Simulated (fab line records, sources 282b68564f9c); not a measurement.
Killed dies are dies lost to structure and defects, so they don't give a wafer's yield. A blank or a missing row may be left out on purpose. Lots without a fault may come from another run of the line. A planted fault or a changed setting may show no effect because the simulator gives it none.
fab line records | flow rit_cmos
record lots=6 wafers=18 last_day=7
route steps=202 shown NSD@138 PSD@142 SDANNEAL@153
lots that met no fault: from a run of the same line without faults
start_h: hours from the record's first day to the start of the lot's first wafer shown | wait_h: hours since the lot's step before | " the same as in the row above | L1.1+2: a row that stands for several wafers | - no value, or no start given | * or withheld: withheld | < > ~ a bound
route shown NAME@n: a module of which the file shows steps, and the number in the route of the first | usual: mean/standard deviation of fault-free wafers | same: alike in all rows | chamber/n: place in a boat | sites: the reading at each site | _std_site: their standard deviation | _edge_site: outer sites' mean less inner sites' | radius_mm: how far each site lies from the wafer's centre | mask NAME#n: copy n | behind: the tool/chamber that last shaped the wafer | hold: why the lot was held/for how many hours/how that ended | device: the transistor (n, p or np) that didn't switch | end of line: the same wafers' tests at the end of the route | a step without rows: its recipe alone | killed: dies lost to structure and defects at the first sort, not the wafer's yield | map: a wafer's dies, x killed, . not, _ none there
set.NAME: the setting as run; set.NAME@STEP: as run at that earlier step | model.NAME: the simulator's own value behind a step, which no gauge read
lots at some steps of the route; a table a step, a row a wafer
services: from which hour (start_h, from the record's first day; less than 0 if before it) a tool's chamber was out of use, for how many hours, and why
## steps
# step RIT_NSD_HARDBAKE_07
# recipe resist=NOVOLAK temp_c=140 time_s=60
# step RIT_NSD_IMPLANT_08
# recipe species=P energy_kev=25.33 dose_cm2=1e+15 tilt_deg=7
# step RIT_NSD_STRIP_09
# recipe chemistry=O2 time_s=180 resist=NOVOLAK platen_temp_c=withheld power_w=500 pressure_mtorr=4000 o2_flow_sccm=4000
# usual drypump_motor_current_A=5.3/0.42
# columns lot.wafer tool chamber start_h wait_h drypump_motor_current_A rf_hours_counter_h
L575.1 plasma_asher-03 1 57.70 0.1 5.7 25
L575.3 " 1 " " 5.7 -
L575.4 " 0 " " 5.9 -
L579.3 plasma_asher-01 1 74.30 0.1 4.9 -
L579.4 " 0 " " 5.0 -
L579.6 " 0 " " 5.0 -
L584.2 plasma_asher-04 1 105.07 0.1 5.3 45
L584.5 " 0 " " 5.9 -
L584.6 " 1 " " 5.3 -
L587.3 plasma_asher-01 1 124.66 0.1 4.8 -
L587.4 " 0 " " 5.0 -
L587.5 " 1 " " 4.9 -
L590.2 plasma_asher-01 0 133.53 0.1 5.0 48
L590.5 " 1 " " 4.8 -
L590.6 " 0 " " 5.0 -
L596.1 plasma_asher-04 0 160.74 0.1 5.9 5
L596.2 " 1 " " 5.3 5
L596.5 " 0 " " 5.9 -
# step RIT_NSD_TW_MEAS_10
# usual NSD_TW=3144/22
# columns lot.wafer tool chamber start_h wait_h NSD_TW
L575.1 film_metro-04 - 57.88 0.1 3099
L575.3 " - " " 3126
L575.4 " - " " 3102
L579.3 film_metro-02 - 74.44 0.1 3164
L579.4 " - " " 3159
L579.6 " - " " 3163
L584.2 film_metro-03 - 105.25 0.1 3137
L584.5 " - " " 3135
L584.6 " - " " 3149
L587.3 film_metro-04 - 124.80 0.1 3145
L587.4 " - " " 3132
L587.5 " - " " 3158
L590.2 film_metro-02 - 133.72 0.1 3127
L590.5 " - " " 3149
L590.6 " - " " 3123
L596.1 film_metro-03 - 160.92 0.1 3161
L596.2 " - " " 3172
L596.5 " - " " 3169
# step RIT_PSD_HMDS_00
# recipe prime_time_s=60 prime_temp_c=140
# step RIT_PSD_COAT_01
# recipe resist=NOVOLAK spin_rpm=3250 resist_thk_nm=1000
# step RIT_PSD_SOFTBAKE_02
# recipe resist=NOVOLAK temp_c=90 time_s=60
# step RIT_PSD_EXPOSE_03
# recipe mask_id=M10 na=0.57 target_cd_nm=40900 dose_mj=250
# step RIT_PSD_PEB_04
# recipe resist=NOVOLAK temp_c=withheld time_s=withheld
# step RIT_PSD_DEVELOP_05
# recipe resist=NOVOLAK develop_time_s=50 dev_temp_c=23
# step RIT_PSD_OVL_MEAS_06
# usual PSD_OVL=0.6/1.2
# columns lot.wafer tool chamber start_h wait_h PSD_OVL[nm]
L575.1 overlay-01 - 58.91 - -2.2
L575.3 " - " " -1.3
L575.4 " - " " 0.2
L579.3 overlay-01 - 75.48 - -0.5
L579.4 " - " " 0.8
L579.6 " - " " -0.1
L584.2 overlay-01 - 106.16 - -0.7
L584.5 " - " " 1.6
L584.6 " - " " 2.5
L587.3 overlay-02 - 125.75 - 0.2
L587.4 " - " " 1.4
L587.5 " - " " 1.1
L590.2 overlay-02 - 134.80 - 0.0
L590.5 " - " " 1.0
L590.6 " - " " 0.3
L596.1 overlay-01 - 161.95 - 1.7
L596.2 " - " " 1.2
L596.5 " - " " 2.9
# step RIT_PSD_HARDBAKE_07
# recipe resist=NOVOLAK temp_c=140 time_s=60
# step RIT_PSD_IMPLANT_08
# recipe species=BF2 energy_kev=27 dose_cm2=5e+15 tilt_deg=7
# usual beam_on_s=13.3/0.78 end_station_pressure_torr=1.38e-05/9.2e-07 faraday_current_uA=11559/620
# same implant_ion_amu=49
# columns lot.wafer tool chamber start_h wait_h beam_on_s end_station_pressure_torr faraday_current_uA
L575.1 implanter-02 0 59.10 0.1 12.9 1.31e-05 11854
L575.3 " 0 " " 12.7 1.34e-05 12045
L575.4 " 0 " " 13.0 1.32e-05 11752
L579.3 implanter-02 0 75.70 0.1 12.7 1.47e-05 12054
L579.4 " 0 " " 12.8 1.42e-05 11996
L579.6 " 0 " " 12.9 1.46e-05 11925
L584.2 implanter-02 0 106.36 0.1 17.2 0.0001029 9329
L584.5 " 0 " " 17.8 0.0001055 8965
L584.6 " 0 " " 17.2 0.0001048 9327
L587.3 implanter-02 0 125.97 0.1 17.9 0.0001004 8966
L587.4 " 0 " " 17.8 0.0001054 9046
L587.5 " 0 " " 18.0 0.0001046 8926
L590.2 implanter-03 0 135.10 0.1 14.8 1.25e-05 10410
L590.5 " 0 " " 15.0 1.3e-05 10266
L590.6 " 0 " " 15.1 1.19e-05 10248
L596.1 implanter-01 0 162.14 0.1 12.8 1.34e-05 12075
L596.2 " 0 " " 13.6 1.43e-05 11390
L596.5 " 0 " " 13.3 1.33e-05 11477
# step RIT_PSD_STRIP_09
# recipe chemistry=O2 time_s=180 resist=NOVOLAK platen_temp_c=withheld power_w=500 pressure_mtorr=4000 o2_flow_sccm=4000
# usual drypump_motor_current_A=5.4/0.34
# columns lot.wafer tool chamber start_h wait_h drypump_motor_current_A rf_hours_counter_h
L575.1 plasma_asher-02 1 59.25 0.1 5.4 44
L575.3 " 0 " " 5.3 -
L575.4 " 1 " " 5.4 -
L579.3 plasma_asher-04 0 75.86 0.1 5.9 -
L579.4 " 1 " " 5.3 -
L579.6 " 1 " " 5.3 -
L584.2 plasma_asher-01 1 106.49 0.1 4.8 44
L584.5 " 0 " " 5.0 -
L584.6 " 1 " " 4.8 -
L587.3 plasma_asher-02 0 126.13 0.1 5.4 -
L587.4 " 1 " " 5.3 -
L587.5 " 0 " " 5.3 -
L590.2 plasma_asher-02 1 135.23 0.1 5.3 53
L590.5 " 1 " " 5.3 -
L590.6 " 0 " " 5.3 -
L596.1 plasma_asher-04 1 162.29 0.1 5.3 5
L596.2 " 0 " " 5.9 5
L596.5 " 1 " " 5.3 -
# step RIT_PSD_TW_MEAS_10
# usual PSD_TW=3443/21
# columns lot.wafer tool chamber start_h wait_h PSD_TW
L575.1 film_metro-03 - 59.43 0.1 3450
L575.3 " - " " 3457
L575.4 " - " " 3457
L579.3 film_metro-02 - 76.00 0.1 3471
L579.4 " - " " 3452
L579.6 " - " " 3477
L584.2 film_metro-03 - 106.67 0.1 3517
L584.5 " - " " 3532
L584.6 " - " " 3518
L587.3 film_metro-03 - 126.27 0.1 3552
L587.4 " - " " 3546
L587.5 " - " " 3541
L590.2 film_metro-04 - 135.41 0.1 3409
L590.5 " - " " 3434
L590.6 " - " " 3437
L596.1 film_metro-04 - 162.47 0.1 3414
L596.2 " - " " 3385
L596.5 " - " " 3397
# step RIT_SDANNEAL_CLEAN_00
# recipe chemistry=SC1 mix=3:3:50 time_s=600 temp_c=75
# step RIT_SDANNEAL_CLEAN_01
# recipe chemistry=dHF dilution=50:1 time_s=30
# step RIT_SDANNEAL_CLEAN_02
# recipe chemistry=SC2 mix=3:3:50 time_s=600 temp_c=75 dry=n2_spin
# step RIT_SDANNEAL_RTA_03
# recipe temp_c=1050 time_s=5 idle_temp_c=600 ramp_up_c_per_s=342 ramp_down_c_per_s=171 cool_to_c=600 ambient=N2
# usual anneal_temp_c_max=1058.2/1.6 wafer_temp_C_max=1053.4/1.2
# columns lot.wafer tool chamber start_h wait_h anneal_temp_c_max wafer_temp_C_max
L575.1 rtp_anneal-02 0 59.87 0.0 1059.9 1051.5
L575.3 " 0 " " 1057.9 1053.4
L575.4 " 0 " " 1059.5 1053.5
L579.3 rtp_anneal-02 0 76.46 0.0 1059.1 1052.5
L579.4 " 0 " " 1059.1 1053.8
L579.6 " 0 " " 1061.1 1053.8
L584.2 rtp_anneal-01 0 107.10 0.0 1056.4 1055.9
L584.5 " 0 " " 1056.4 1053.3
L584.6 " 0 " " 1057.2 1054.2
L587.3 rtp_anneal-02 0 126.73 0.0 1059.7 1051.4
L587.4 " 0 " " 1060.0 1052.7
L587.5 " 0 " " 1062.3 1054.0
L590.2 rtp_anneal-01 0 135.84 0.0 1057.4 1052.0
L590.5 " 0 " " 1059.4 1054.8
L590.6 " 0 " " 1057.8 1051.3
L596.1 rtp_anneal-01 0 163.08 0.0 1058.5 1053.1
L596.2 " 0 " " 1056.0 1054.2
L596.5 " 0 " " 1054.4 1053.7
# step RIT_SDANNEAL_RS_MEAS_04
# recipe thk_meas_gauge=four-point-probe
# usual PSD_RS=116.06/0.29
# columns lot.wafer tool chamber start_h wait_h PSD_RS[ohm/sq]
L575.1 film_metro-04 - 59.93 0.0 115.67
L575.3 " - " " 115.64
L575.4 " - " " 115.78
L579.3 film_metro-03 - 76.54 0.1 115.71
L579.4 " - " " 116.17
L579.6 " - " " 116.02
L584.2 film_metro-02 - 107.17 0.1 112.73
L584.5 " - " " 112.19
L584.6 " - " " 112.35
L587.3 film_metro-03 - 126.81 0.1 112.13
L587.4 " - " " 111.87
L587.5 " - " " 111.96
L590.2 film_metro-04 - 135.91 0.1 116.22
L590.5 " - " " 115.84
L590.6 " - " " 115.76
L596.1 film_metro-02 - 163.14 0.0 115.72
L596.2 " - " " 115.75
L596.5 " - " " 115.71
# step RIT_SDANNEAL_RS_MEAS_05
# recipe thk_meas_gauge=four-point-probe
# usual NSD_RS=84.43/0.28
# columns lot.wafer tool chamber start_h wait_h NSD_RS[ohm/sq]
L575.1 film_metro-04 - 60.05 0.1 84.47
L575.3 " - " " 84.14
L575.4 " - " " 84.14
L579.3 film_metro-03 - 76.66 0.1 84.00
L579.4 " - " " 84.30
L579.6 " - " " 84.09
L584.2 film_metro-02 - 107.29 0.1 84.43
L584.5 " - " " 84.42
L584.6 " - " " 84.53
L587.3 film_metro-03 - 126.93 0.1 83.69
L587.4 " - " " 83.95
L587.5 " - " " 83.86
L590.2 film_metro-04 - 136.03 0.1 84.68
L590.5 " - " " 84.35
L590.6 " - " " 84.18
L596.1 film_metro-02 - 163.26 0.1 85.07
L596.2 " - " " 84.78
L596.5 " - " " 84.96
## services
# columns tool chamber start_h hours kind
plasma_asher-04 - 43.51 3.7 repair
implanter-03 - 50.85 3.1 repair
plasma_asher-04 - 51.11 3.1 repair
implanter-03 - 51.98 1.2 repair
implanter-01 - 66.67 3.3 pm
implanter-03 - 67.06 5.6 pm
plasma_asher-03 - 69.14 3.4 repair
plasma_asher-04 - 77.09 1.1 repair
rtp_anneal-02 - 80.50 6.7 pm
implanter-01 - 92.11 1.5 repair
implanter-01 - 98.33 10.6 repair
implanter-03 - 106.03 3.0 repair
plasma_asher-04 - 108.75 9.0 pm
plasma_asher-04 0 108.75 9.0 vent_cycle
plasma_asher-04 1 108.75 9.0 vent_cycle
plasma_asher-04 0 117.75 - clean
plasma_asher-04 1 117.75 - clean
plasma_asher-03 - 121.61 15.6 pm
implanter-01 - 124.51 4.6 pm
implanter-03 - 128.25 2.3 repair
plasma_asher-04 - 131.12 4.3 pm
plasma_asher-03 - 146.76 0.7 repair
implanter-02 - 155.14 5.4 pm
plasma_asher-01 - 160.90 2.8 pm
## key
first_sign step=RIT_PSD_IMPLANT_08 reading=end_station_pressure_torr direction=up sigmas=98 usual=1.38e-05 struck=0.0001039
effect step=RIT_PSD_IMPLANT_08 reading=beam_on_s direction=up sigmas=5.5 usual=13.3 struck=17.6
effect step=RIT_PSD_TW_MEAS_10 reading=PSD_TW direction=up sigmas=4.3 usual=3443 struck=3534
effect step=RIT_SDANNEAL_RS_MEAS_04 reading=PSD_RS direction=down sigmas=13 usual=116.06 struck=112.21
met_at RIT_PSD_IMPLANT_08
struck_wafers L584.2,L584.5,L584.6,L587.3,L587.4,L587.5
tester_left_out L584,L587
onset_between 75.70 106.36
fault kind=process_parameter_drift tool=implanter-02 chamber=- onset_h=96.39 steps=RIT_PSD_IMPLANT_08 channel=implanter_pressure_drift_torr offset=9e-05 shape=step end_h=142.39
fault kind=process_parameter_drift tool=implanter-02 chamber=- onset_h=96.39 steps=RIT_PSD_IMPLANT_08 channel=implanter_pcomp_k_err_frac offset=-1 shape=step end_h=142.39
# tester_left_out: of these lots the tester's yield and bins aren't shown, on N5 and GAA mostly nor the transistor test; their killed dies are dies lost to structure and defects alone, not to doping, threshold or leakage, so they don't give the yield
